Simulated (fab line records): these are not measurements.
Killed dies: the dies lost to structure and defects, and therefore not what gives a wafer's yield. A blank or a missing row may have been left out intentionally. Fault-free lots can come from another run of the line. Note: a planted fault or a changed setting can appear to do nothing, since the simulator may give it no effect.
Which of the tools did it?    flow berkeley cmos170    14 lots, 42 wafers sampled, at 2 steps of a route of 331

WHAT THE GAUGES READ, wafer by wafer
UCB170_PLDD_OVL_MEAS_07. Usual: for PLDD_OVL the level is -3 nm and the standard deviation is 4.9.
lot   measured      on          PLDD_OVL (nm)  flag
L286  day 6 20:43   overlay-02  0 -9 -4        
L287  day 6 21:05   overlay-02  -3 -8 -4       
L288  day 7 16:16   overlay-02  -1 -2 -14      
L291  day 8 06:07   overlay-01  -13 -17 -5     
L292  day 8 15:23   overlay-01  -4 -6 -1       
L293  day 8 06:01   overlay-02  8 1 2          
L298  day 9 09:38   overlay-02  -8 -8 -9       
L300  day 10 06:13  overlay-02  3 1 2          
L302  day 10 22:21  overlay-01  -11 1 -1       
L303  day 10 22:37  overlay-01  -2 -4 -4       
L305  day 11 16:21  overlay-01  1 -2 -2        
L306  day 11 21:17  overlay-02  -10 -4 -2      
L307  day 12 10:20  overlay-01  -11 -9 -4      
L308  day 12 09:51  overlay-02  2 2 0          

EACH LOT AND THE TOOL THAT RAN IT (in order: tool; ch and the chambers of the sampled wafers; start)
lot   UCB170_START_OXIDATION_02
L286  furnace-04 ch 0, day 1 16:01
L287  furnace-04 ch 0, day 1 16:01
L288  furnace-01 ch 0, day 1 22:14
L291  furnace-04 ch 0, day 2 15:28
L292  furnace-04 ch 0, day 2 22:38
L293  furnace-04 ch 0, day 2 22:38
L298  furnace-01 ch 0, day 4 00:56
L300  furnace-04 ch 0, day 4 10:13
L302  furnace-04 ch 0, day 4 21:39
L303  furnace-01 ch 0, day 5 01:25
L305  furnace-04 ch 0, day 5 12:17
L306  furnace-01 ch 0, day 5 17:41
L307  furnace-01 ch 0, day 5 22:11
L308  furnace-01 ch 0, day 6 04:22
- UCB170_START_OXIDATION_02: target thk 20 nm, ox time 1800 s.

WHAT THE TOOLS THEMSELVES READ (means of the sampled wafers that have a number; where no wafer has one, the mark that the record gives instead)
UCB170_START_OXIDATION_02. Usual: zone power source pct at 30.4 %, with a standard deviation of 0.76.
lot   tool        zone power source pct (%)  flag
L286  furnace-04  30.0                       
L287  furnace-04  30.0                       
L288  furnace-01  30.2                       
L291  furnace-04  30.1                       
L292  furnace-04  29.7                       
L293  furnace-04  30.2                       
L298  furnace-01  29.9                       
L300  furnace-04  29.8                       
L302  furnace-04  30.1                       
L303  furnace-01  30.2                       
L305  furnace-04  29.9                       
L306  furnace-01  30.1                       
L307  furnace-01  30.1                       
L308  furnace-01  30.0                       

THE ANSWER, worked out from the rows above alone
Rule: take the mean of a lot's wafers that have a number; if it is more than 3 standard deviations from the usual mean, the lot is off. Also off: a lot with no number at a reading for which 4 or more lots have one. The other lots that the step has rows for count as sound. First the gauges in route order, then the tools' own readings, where a lot's mean is used as printed above. The first step at which some lot is off is used, and at that step the reading that is off furthest; a lot without a number counts as furthest.
No lot is off on any of the readings shown, so nothing can be concluded from this.

WHAT THE SIMULATOR HAD PUT IN
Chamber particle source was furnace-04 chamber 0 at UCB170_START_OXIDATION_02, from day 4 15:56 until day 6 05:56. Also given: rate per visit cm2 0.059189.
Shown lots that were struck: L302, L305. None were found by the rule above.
